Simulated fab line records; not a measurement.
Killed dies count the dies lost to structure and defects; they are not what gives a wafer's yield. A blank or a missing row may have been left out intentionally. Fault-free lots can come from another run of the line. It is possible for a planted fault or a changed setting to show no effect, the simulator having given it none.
Which of the tools did it?	flow berkeley cmos170	Sampling: 14 lots, 42 wafers, 5 of 331 route steps

== WHAT THE GAUGES READ, wafer by wafer ==
UCB170_M3_RS_MEAS_02: a four-point-probe measurement.
lot	measured	on	M3_AL_RS (ohm/sq)
L199	day 7 21:02	film metro-01	0.0318 0.0321 0.0321
L200	day 7 22:16	film metro-02	0.0319 0.0323 0.0325
L204	day 9 00:09	film metro-02	0.0333 0.0328 0.0329
L205	day 9 00:52	film metro-01	0.0319 0.0322 0.0325
L203	day 9 01:05	film metro-01	0.0324 0.0326 0.0324
L207	day 9 00:26	film metro-04	0.0323 0.0324 0.0323
L206	day 9 00:39	film metro-02	0.0326 0.0324 0.0326
L211	day 10 14:49	film metro-01	0.0346 0.0335 0.0348
L214	day 11 01:28	film metro-04	0.0326 0.0324 0.0326
L216	day 11 06:19	film metro-04	0.0320 0.0325 0.0323
L215	day 11 05:59	film metro-04	0.0338 0.0341 0.0343
L217	day 11 18:27	film metro-02	0.0327 0.0323 0.0324
L218	day 12 18:13	film metro-04	0.0325 0.0327 0.0325
L220	day 12 23:08	film metro-04	0.0325 0.0325 0.0325

UCB170_M3_THK_MEAS_03: measures by xrf.
lot	measured	on	M3_AL_THK (nm)
L199	day 7 21:09	film metro-01	902 894 894
L200	day 7 22:22	film metro-02	909 892 886
L204	day 9 00:16	film metro-02	865 874 877
L205	day 9 00:58	film metro-01	900 890 882
L203	day 9 01:11	film metro-01	892 882 886
L207	day 9 00:32	film metro-04	892 900 893
L206	day 9 00:46	film metro-02	885 894 887
L211	day 10 14:55	film metro-01	833 860 830
L214	day 11 01:34	film metro-04	884 891 881
L216	day 11 06:25	film metro-04	895 880 889
L215	day 11 06:07	film metro-04	849 846 838
L217	day 11 18:34	film metro-02	873 886 885
L218	day 12 18:19	film metro-04	884 880 884
L220	day 12 23:14	film metro-04	888 883 878

== WHICH TOOL RAN EACH LOT (tool, then ch and the chambers of the sampled wafers, then the start) ==
lot	UCB170_NLDD_STRIP_10	UCB170_SDANNEAL_RTA_00	UCB170_M3_SPUTTER_01
L199	plasma asher-01 ch 0,1, day 6 12:29	rtp anneal-02 ch 0, day 7 00:19	pvd sputter-01, day 7 20:57
L200	plasma asher-01 ch 0,1, day 6 13:01	rtp anneal-01 ch 0, day 7 00:59	pvd sputter-02, day 7 22:09
L204	plasma asher-03 ch 0,1, day 7 11:56	rtp anneal-02 ch 0, day 7 23:37	pvd sputter-01, day 9 00:02
L205	plasma asher-02 ch 0,1, day 7 12:06	rtp anneal-01 ch 0, day 7 23:47	pvd sputter-01, day 9 00:44
L203	plasma asher-03 ch 0,1, day 7 12:14	rtp anneal-02 ch 0, day 7 23:54	pvd sputter-03, day 9 00:59
L207	plasma asher-02 ch 0,1, day 7 15:41	rtp anneal-01 ch 0, day 8 01:11	pvd sputter-03, day 9 00:19
L206	plasma asher-01 ch 0,1, day 7 15:51	rtp anneal-02 ch 0, day 8 01:22	pvd sputter-02, day 9 00:34
L211	plasma asher-01 ch 0,1, day 8 22:08	rtp anneal-02 ch 0, day 9 09:27	pvd sputter-02, day 10 14:41
L214	plasma asher-01 ch 0,1, day 9 17:15	rtp anneal-02 ch 0, day 10 04:13	pvd sputter-01, day 11 01:20
L216	plasma asher-03 ch 0,1, day 9 17:26	rtp anneal-01 ch 0, day 10 04:28	pvd sputter-01, day 11 06:11
L215	plasma asher-02 ch 0,1, day 9 17:29	rtp anneal-02 ch 0, day 10 04:40	pvd sputter-02, day 11 05:55
L217	plasma asher-02 ch 0,1, day 10 03:53	rtp anneal-01 ch 0, day 10 19:14	pvd sputter-03, day 11 18:22
L218	plasma asher-03 ch 0,1, day 11 05:30	rtp anneal-01 ch 0, day 11 17:26	pvd sputter-03, day 12 18:05
L220	plasma asher-01 ch 0,1, day 11 10:11	rtp anneal-02 ch 0, day 12 01:17	pvd sputter-03, day 12 23:01
- UCB170_NLDD_STRIP_10: strips in O2.
- UCB170_SDANNEAL_RTA_00: time 10 s.
- UCB170_M3_SPUTTER_01: material Al, target thk 900 nm, time 120 s.

== WHAT THE TOOLS THEMSELVES READ (means of the sampled wafers that have a number; where no wafer has one, the mark that the record gives instead) ==
UCB170_NLDD_STRIP_10.
lot	tool	drypump motor current A (A)	oes product au (a.u.)	strip time to endpoint s (s)
L199	plasma asher-01	5.8	0.730	21.65
L200	plasma asher-01	5.8	0.734	21.63
L204	plasma asher-03	5.4	0.732	21.66
L205	plasma asher-02	5.8	0.730	21.69
L203	plasma asher-03	5.4	0.737	21.71
L207	plasma asher-02	5.8	0.735	21.71
L206	plasma asher-01	5.8	0.733	21.62
L211	plasma asher-01	6.2	0.732	21.71
L214	plasma asher-01	6.2	0.739	21.55
L216	plasma asher-03	5.4	0.737	21.70
L215	plasma asher-02	5.8	0.731	21.59
L217	plasma asher-02	6.0	0.732	21.70
L218	plasma asher-03	5.4	0.731	21.70
L220	plasma asher-01	6.2	0.735	21.73

UCB170_SDANNEAL_RTA_00.
lot	tool	lamp power pct (%)	wafer_temp_C_max
L199	rtp anneal-02	24.74	903.2
L200	rtp anneal-01	25.13	903.9
L204	rtp anneal-02	24.75	904.1
L205	rtp anneal-01	25.15	903.7
L203	rtp anneal-02	24.76	904.0
L207	rtp anneal-01	25.15	902.8
L206	rtp anneal-02	24.75	903.4
L211	rtp anneal-02	24.76	904.0
L214	rtp anneal-02	24.73	903.6
L216	rtp anneal-01	25.15	903.1
L215	rtp anneal-02	24.74	903.9
L217	rtp anneal-01	25.13	903.7
L218	rtp anneal-01	25.12	903.0
L220	rtp anneal-02	24.75	904.2

UCB170_M3_SPUTTER_01.
lot	tool	cathode dc power W (W)	throttle valve pct (%)
L199	pvd sputter-01	6000.6	30.3
L200	pvd sputter-02	5999.7	30.8
L204	pvd sputter-01	5999.9	29.9
L205	pvd sputter-01	6001.3	30.3
L203	pvd sputter-03	5999.2	30.2
L207	pvd sputter-03	6000.7	29.7
L206	pvd sputter-02	6000.2	31.5
L211	pvd sputter-02	5704.9	30.8
L214	pvd sputter-01	6000.5	29.8
L216	pvd sputter-01	5999.1	30.6
L215	pvd sputter-02	5704.5	31.2
L217	pvd sputter-03	6000.4	29.9
L218	pvd sputter-03	6000.0	29.8
L220	pvd sputter-03	5999.4	30.0

== THE ANSWER, worked out from the rows above alone ==
Rule: the lots themselves supply what counts as usual. Put in order of their means at a reading, lots are off if they are a third of the lots or fewer, leave a main group of 4 or more, and stand apart from it by a gap of 3 or more times the standard deviation of the main group's means; of several such gaps the widest counts. If all means in a main group match to the digits the tables above print for the reading, that group is not used. Also off: a lot with no number at a reading for which 4 or more lots have one. Any other lot the step has rows for is counted as sound. The gauges are gone through in route order, then the tools' own readings, and for those a lot's mean is taken as printed above. The first step at which some lot is off is used, and at that step the reading that is off furthest; a lot without a number counts as furthest.
Off: L211, L215, at UCB170_M3_RS_MEAS_02 (M3_AL_RS). The main group: mean 0.0324 ohm/sq, standard deviation 0.00024.
A tool fits if, at a process step before that reading, it ran every lot that is off, and no sound lot after the first of them. The gauges at UCB170_M3_RS_MEAS_02 aren't tried: what is off there is off at UCB170_M3_SPUTTER_01 too, on other tools, and a gauge's error can't cause that. One candidate fits, namely pvd sputter-02 at UCB170_M3_SPUTTER_01. Its last sound lot is L206 (day 9 00:34), its first lot that is off L211 (day 10 14:41): a fault that began between those two fits.
On the lots that are off, the tool's own readings at UCB170_M3_SPUTTER_01 differ by more than 5 times the standard deviation of the sound lots' means, which bears it out; cathode dc power W reads 5704.7 W there versus 6000.1 W on the sound lots.

== WHAT THE SIMULATOR HAD INSERTED ==
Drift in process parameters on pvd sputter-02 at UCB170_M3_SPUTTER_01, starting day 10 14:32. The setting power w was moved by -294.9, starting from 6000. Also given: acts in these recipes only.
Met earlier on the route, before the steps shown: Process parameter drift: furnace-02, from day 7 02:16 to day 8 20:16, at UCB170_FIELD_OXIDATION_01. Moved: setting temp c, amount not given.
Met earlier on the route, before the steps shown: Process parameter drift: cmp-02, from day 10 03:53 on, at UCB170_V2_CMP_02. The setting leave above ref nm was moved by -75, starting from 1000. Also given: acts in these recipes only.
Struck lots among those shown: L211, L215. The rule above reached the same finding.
